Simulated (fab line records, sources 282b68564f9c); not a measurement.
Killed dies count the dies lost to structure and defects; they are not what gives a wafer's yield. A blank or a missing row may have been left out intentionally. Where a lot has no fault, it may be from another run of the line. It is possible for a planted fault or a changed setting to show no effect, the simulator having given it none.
fab line records    flow rit_cmos
record: lots: 14  wafers: 42  last_day: 7
route steps=202 shown FOX1@22 M1@202
lots that met no fault: from a run of the same line without faults
start_h: start of the lot's first displayed wafer, in hours after the record's first day    wait_h: hours since the lot's step before    " repeats the value in the row above    L1.1+2: a row that stands for several wafers    - no value, or no start was given    * or withheld: withheld    < > ~ a bound
route shown NAME@n: a module of which the file shows steps, and the number in the route of the first    usual: the fault-free wafers' mean and standard deviation    same: alike in all rows    chamber/n: place in a boat    sites: readings site by site    _std_site: how widely they spread, as a standard deviation    _edge_site: mean of outer sites minus mean of inner sites    radius_mm: how far each site lies from the wafer's centre    mask NAME#n: copy n    behind: the tool/chamber that last shaped the wafer    hold: the reason the lot was held/the length of the hold in hours/how it ended    device: which transistor (n, p or np) failed to switch    end of line: tests of these same wafers at the route's end    for a step that has no rows: nothing shown but its recipe    killed: dies lost to structure and defects at the first sort, not the wafer's yield    map: a wafer's dies, marking killed ones x, the rest . and places with no die _
set.NAME: the setting as run; set.NAME@STEP: as run at that earlier step    model.NAME: the simulator's own value behind a step, which no gauge read
the route's steps for a sample of lots (tables are steps, rows are wafers)
services: a tool's chamber out of use, with start hour (start_h, from the record's first day; less than 0 if before it), hours out, and reason
== steps ==
step: RIT_FOX1_WET_ETCH_02
recipe: chemistry: BOE  target_depth_nm: 350  time_s: 390  temp_c: 21.5  dry: n2_spin  dilution: 10:1  target: SiO2
usual: run_length_s: 418/4
lot.wafer  tool          chamber  start_h  wait_h  run_length_s
L544.2     wet_bench-01  0        16.89    0.0     423
L544.4     "             0        "        "       423
L544.5     "             0        "        "       423
L545.2     wet_bench-02  2        22.26    0.0     415
L545.4     "             2        "        "       415
L545.5     "             2        "        "       415
L547.1     wet_bench-01  0        32.10    0.1     421
L547.3     "             0        "        "       421
L547.4     "             0        "        "       421
L549.1     wet_bench-01  2        41.91    0.1     426
L549.2     "             2        "        "       426
L549.5     "             2        "        "       426
L550.1     wet_bench-01  3        46.88    0.1     418
L550.2     "             3        "        "       418
L550.3     "             3        "        "       418
L551.4     wet_bench-02  3        52.58    0.0     415
L551.5     "             3        "        "       415
L551.6     "             3        "        "       415
L552.1     wet_bench-03  0        57.04    0.1     423
L552.3     "             0        "        "       423
L552.5     "             0        "        "       423
L554.1     wet_bench-02  3        68.43    0.1     422
L554.4     "             3        "        "       422
L554.5     "             3        "        "       422
L560.1     wet_bench-01  2        98.58    0.1     417
L560.3     "             2        "        "       417
L560.4     "             2        "        "       417
L562.1     wet_bench-02  1        111.29   0.1     432
L562.2     "             1        "        "       432
L562.5     "             1        "        "       432
L563.1     wet_bench-02  0        115.67   0.1     434
L563.3     "             0        "        "       434
L563.5     "             0        "        "       434
L564.4     wet_bench-01  2        118.91   0.0     417
L564.5     "             2        "        "       417
L564.6     "             2        "        "       417
L565.1     wet_bench-01  3        123.29   0.1     417
L565.2     "             3        "        "       417
L565.4     "             3        "        "       417
L567.3     wet_bench-01  1        133.68   0.0     416
L567.4     "             1        "        "       416
L567.5     "             1        "        "       416
step: RIT_M1_PROBE_99
usual: killed_at_contacts: 0.1/0.31  killed_at_front_end: 7.1/2.8  killed_dies: 7.2/2.8  killed_open: 3.5/2  killed_short: 3.7/1.9
same: gross_dies: 264  killed_at_M0_to_M3: 0  killed_at_M4_up: 0  killed_at_back_side: 0  killed_at_other: 0
lot.wafer  tool       chamber  start_h  wait_h  killed_at_contacts  killed_at_front_end  killed_dies  killed_open  killed_short
L560.1     prober-01  -        148.97   0.1     0                   9                    9            4            3
L560.3     prober-01  -        149.07   0.2     0                   2                    2            0            1
L560.4     prober-01  -        149.12   0.2     0                   5                    5            2            3
killed by level:class
L560.1 GATE:geometric_particle:open=3 GATE:geometric_particle:short=2 PSD:coat_microbubble_printed=2 REOX:geometric_particle:open=1 SPACER:geometric_particle:short=1
L560.3 SPACER:geometric_particle:short=1 PSD:coat_microbubble_printed=1
L560.4 FOX2:geometric_particle:open=2 GATE:geometric_particle:short=2 FOX2:geometric_particle:short=1
== services ==
tool          chamber  start_h  hours  kind
wet_bench-01  -        123.79   3.6    repair
== key ==
first_sign: step: RIT_FOX1_WET_ETCH_02  reading: run_length_s  direction: up  sigmas: 3.7  usual: *  struck: *
effect none on later readings
met_at RIT_FOX1_WET_ETCH_02
struck_lots L562,L563
tester_left_out L562,L563
onset_between 68.43 111.29
fault: kind: process_parameter_drift  tool: wet_bench-02  chamber: -  onset_h: 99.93  steps: RIT_FOX1_WET_ETCH_02  channel: time_s  offset: *  shape: step  end_h: 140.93  acts_in: *  stated: *
tester_left_out: of these lots the tester's yield and bins aren't shown, on N5 and GAA mostly nor the transistor test; their killed dies are dies lost to structure and defects alone, not to doping, threshold or leakage, so they don't give the yield
